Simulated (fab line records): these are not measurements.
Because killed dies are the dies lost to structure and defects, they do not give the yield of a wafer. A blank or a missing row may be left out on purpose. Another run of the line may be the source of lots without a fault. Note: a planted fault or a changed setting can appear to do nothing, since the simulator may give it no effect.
2 desks looking at one fault | flow rit cmos | numbers are kept per desk, each desk with only its own; the story behind them comes last

## THE TOOL OWNER'S DESK: lpcvd-01
The tool's own readings at RIT_SPACER_CVD_03 (deposits Si3N4 from SiH2Cl2/NH3, target thk 250 nm, time 3300 s): means of the sampled wafers that have a number, for each lot that ran on this tool. If a lot's mean is further than 4 standard deviations from the usual mean, the lot is out of limits and carries the mark OUT (the distance appears in the brackets).
Columns: A = nh3 flow sccm at RIT_SPACER_CVD_03, usual 150.1 sccm; B = sih2cl2 flow sccm at RIT_SPACER_CVD_03, usual 59.98 sccm; C = susceptor temp C at RIT_SPACER_CVD_03, usual 809.9 C
lot  | first seen here | A               | B     | C
L927 | day 3 08:47     | 149.5           | 60.06 | 810.2
L928 | day 3 11:28     | 149.9           | 59.99 | 810.4
L930 | day 3 21:28     | 149.8           | 60.00 | 810.0
L933 | day 4 12:37     | 149.9           | 59.90 | 809.7
L934 | day 4 18:05     | 150.4           | 59.80 | 810.0
L936 | day 5 03:52     | 149.5           | 60.10 | 809.7
L937 | day 5 07:07     | 150.2           | 60.03 | 810.1
L938 | day 5 13:37     | 179.7 (+78) OUT | 60.10 | 809.6
This desk's verdict: out of limits on L938, starting with L938 at day 5 13:37 (nh3 flow sccm at RIT_SPACER_CVD_03). In limits: L927, L928, L930, L933, L934, L936, L937.

## AT THE METROLOGY DESK
What the gauges read, lot by lot, whatever tool the lot ran on: means of the sampled wafers that have a number. If a lot's mean is further than 4 standard deviations from the usual mean, the lot is out of limits and carries the mark OUT (the distance appears in the brackets).
Columns: A = SPACER_NITRIDE_THK at RIT_SPACER_THK_MEAS_04, usual 249.1 nm
lot  | first seen here | A
L926 | day 3 04:19     | 251.8
L927 | day 3 10:43     | 246.5
L928 | day 3 13:23     | 248.9
L930 | day 3 23:23     | 244.9
L931 | day 4 03:47     | 249.1
L933 | day 4 14:32     | 249.5
L934 | day 4 20:01     | 248.1
L935 | day 4 23:57     | 252.2
L936 | day 5 05:47     | 246.4
L937 | day 5 09:02     | 247.5
L938 | day 5 15:33     | 283.2 (+12) OUT
L939 | day 5 19:59     | 250.4
L947 | day 7 11:30     | 251.2
This desk finds L938 out of limits, with the earliest case on L938 at day 5 15:33 (SPACER_NITRIDE_THK at RIT_SPACER_THK_MEAS_04). In limits: L926, L927, L928, L930, L931, L933, L934, L935, L936, L937, L939, L947.

## BROUGHT TOGETHER
The tool owner's desk could have raised an alarm at day 5 13:37, on L938.
L938 would have let the metrology desk raise an alarm at day 5 15:33.
Every lot named ran RIT_SPACER_CVD_03 on lpcvd-01.

## WHAT HAD BEEN PUT IN BY THE SIMULATOR
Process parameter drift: lpcvd-01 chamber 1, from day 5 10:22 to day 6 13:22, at RIT_SPACER_CVD_03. A move of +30 in setting nh3 flow sccm, from 150. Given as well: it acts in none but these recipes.
Shown lots that were struck: L938.
Fault start to first reading out of limits, in hours, per desk: tool owner, 3; metrology, 5.
